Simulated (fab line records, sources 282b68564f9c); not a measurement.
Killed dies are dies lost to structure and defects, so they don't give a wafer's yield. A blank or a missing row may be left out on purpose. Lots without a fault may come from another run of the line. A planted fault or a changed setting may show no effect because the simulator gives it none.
One fault seen from 2 desks | flow rit_cmos | each desk has only its own numbers; what lay behind them comes last

THE METROLOGY DESK
What the gauges read, lot by lot, whatever tool the lot ran on: means of the sampled wafers that have a number. A lot is out of limits, marked OUT, if its mean lies more than 4 standard deviations from the usual mean; the brackets give that distance.
Columns: A = FIELD_OXIDE_LEFT_2_THK at RIT_FOX2_THK_MEAS_91, usual 257 nm; B = GATE_POLY_THK at RIT_GATE_THK_MEAS_09, usual 249.8 nm; C = M1_OVL at RIT_M1_OVL_MEAS_10, usual 0.4 nm
lot  | first seen here | A   | B               | C
L747 | day 2 09:27     | 240 | 251.7           | 1.5
L748 | day 2 14:59     | 268 | 249.4           | -0.5
L749 | day 2 23:45     | 261 | 248.1           | 0.5
L750 | day 3 00:20     | 262 | 246.3           | 1.2
L751 | day 3 07:05     | 260 | 252.7           | 0.4
L752 | day 3 10:15     | 258 | 251.4           | 2.0
L753 | day 3 14:58     | 257 | 247.3           | -0.8
L755 | day 4 01:44     | 247 | 252.8           | 1.3
L756 | day 4 05:05     | 251 | 250.2           | -0.2
L758 | day 4 15:20     | 258 | 272.8 (+12) OUT | 0.1
L760 | day 5 00:30     | 251 | 271.4 (+11) OUT | -0.1
L765 | day 6 01:44     | 258 | 250.2           | 0.8
L766 | day 6 06:42     | 260 | 251.0           | -3.1
This desk's finding: out of limits on L758, L760; first on L758, day 4 18:23 (GATE_POLY_THK at RIT_GATE_THK_MEAS_09). In limits: L747, L748, L749, L750, L751, L752, L753, L755, L756, L765, L766.

THE TOOL OWNER'S DESK: lpcvd-02
The tool's own readings at RIT_GATE_CVD_08 (deposits poly-Si from SiH4, target thk 250 nm, time 2220 s): means of the sampled wafers that have a number, for each lot that ran on this tool. A lot is out of limits, marked OUT, if its mean lies more than 4 standard deviations from the usual mean; the brackets give that distance.
Columns: A = pressure_mtorr at RIT_GATE_CVD_08, usual 300.1 mTorr
lot  | first seen here | A
L747 | day 2 14:49     | 299.9
L748 | day 2 16:26     | 300.0
L755 | day 4 03:11     | 300.6
L758 | day 4 16:46     | 360.7 (+95) OUT
L760 | day 5 02:26     | 360.3 (+94) OUT
This desk's finding: out of limits on L758, L760; first on L758, day 4 16:46 (pressure_mtorr at RIT_GATE_CVD_08). In limits: L747, L748, L755.

PUT TOGETHER
The tool owner's desk could have raised an alarm at day 4 16:46, on L758, L760.
The metrology desk could have raised an alarm at day 4 18:23, on L758, L760.
Of the lots named, all ran RIT_GATE_CVD_08 on lpcvd-02.

WHAT THE SIMULATOR HAD PUT IN
Process parameter drift: lpcvd-02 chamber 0, from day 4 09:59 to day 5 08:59, at RIT_GATE_CVD_08. Setting pressure_mtorr, moved by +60, from 300. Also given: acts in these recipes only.
Lots struck among those shown: L758, L760.
Hours from the fault's start to each desk's first reading out of limits: the tool owner's desk, 7; the metrology desk, 8.
